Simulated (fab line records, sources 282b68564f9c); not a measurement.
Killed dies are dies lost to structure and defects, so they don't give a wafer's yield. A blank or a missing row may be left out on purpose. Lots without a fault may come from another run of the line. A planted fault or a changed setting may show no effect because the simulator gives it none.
Problem report in the 8D (eight disciplines) form, filled by code | flow rit_cmos | the parts of the form that need people (team, actions taken, sign-off) are left out

1. THE PROBLEM
NRETRO_TW at RIT_NRETRO_TW_MEAS_10 reads a mean of 227 on 6 wafers of 2 lots; wafers without a fault read 1057 with a standard deviation of 5.5. That is -99 or more standard deviations from the usual mean.
First seen on wafer L534.2, day 6 14:19, on film_metro-02. The record holds 42 wafers of 14 lots with a number at this step. Rule for "out", or "out of limits": more than 4 standard deviations from the usual mean. The other wafers with a number count as sound.

2. WHAT IT IS AND WHAT IT IS NOT
question                    | is                     | is not
which readings at this step | NRETRO_TW              | -
which lots                  | L534, L535             | L516, L517, L519, L521, L522, L525, L526, L527, L529, L530, L536, L537
which wafers of those lots  | all that have a number | -
read on which gauges        | film_metro-02          | film_metro-03, film_metro-04
when                        | from day 6 14:19       | up to then (30 sound wafers); but 6 sound wafers of L536, L537 came after

3. SUSPECTS, AND WHAT RULES EACH OUT
Counting: a tool at a process step up to the reading stays a suspect if it ran every lot that is out and no sound lot after the first of them.
- the gauge at RIT_NRETRO_TW_MEAS_10: kept. All the wafers that are out were read on film_metro-02, and no step on other tools shows them out.
- litho_track-03 at RIT_NRETRO_DEVELOP_05 (develop time 68 s): kept. It ran every lot that is out, first L534 (day 6 13:00), and no sound lot after that; its last sound lot up to then is L525 (day 4 18:00).
Left after counting: litho_track-03 at RIT_NRETRO_DEVELOP_05, film_metro-02 at RIT_NRETRO_TW_MEAS_10.

4. THE CAUSE (what the simulator had put in)
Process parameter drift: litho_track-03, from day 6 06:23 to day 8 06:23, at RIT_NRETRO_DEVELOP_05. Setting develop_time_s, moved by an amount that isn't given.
Counting left 2 suspects, and this tool is among them.

5. THE CHAIN OF EFFECTS, in route order
Each row: a reading whose mean over the struck wafers that have a number lies more than 3 standard deviations from the usual. Only readings for which the record gives a usual standard deviation are gone through. hours: the time from each lot's start at the first step in this table that gives one to its start at this step, as a median over the lots. sigmas: the change in usual standard deviations.
hours | step                  | reading   | usual | on struck wafers | change | sigmas
0     | RIT_NRETRO_TW_MEAS_10 | NRETRO_TW | 1057  | 227              | -830   | -99 or more

6. WHAT WOULD HAVE CAUGHT IT SOONER
In this record the first reading out of limits at a measuring or inspecting step was taken at day 6 14:19, 8 hours after the fault began at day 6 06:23.
Of the tool readings at RIT_NRETRO_DEVELOP_05 for which the record gives a usual standard deviation, none was out on any struck wafer, so an alarm limit of 4 standard deviations on them would not have fired.
Of the lots that are out (2), L535 began RIT_NRETRO_DEVELOP_05 on litho_track-03 after day 6 14:19. A hold on the tool at that time would have spared it.
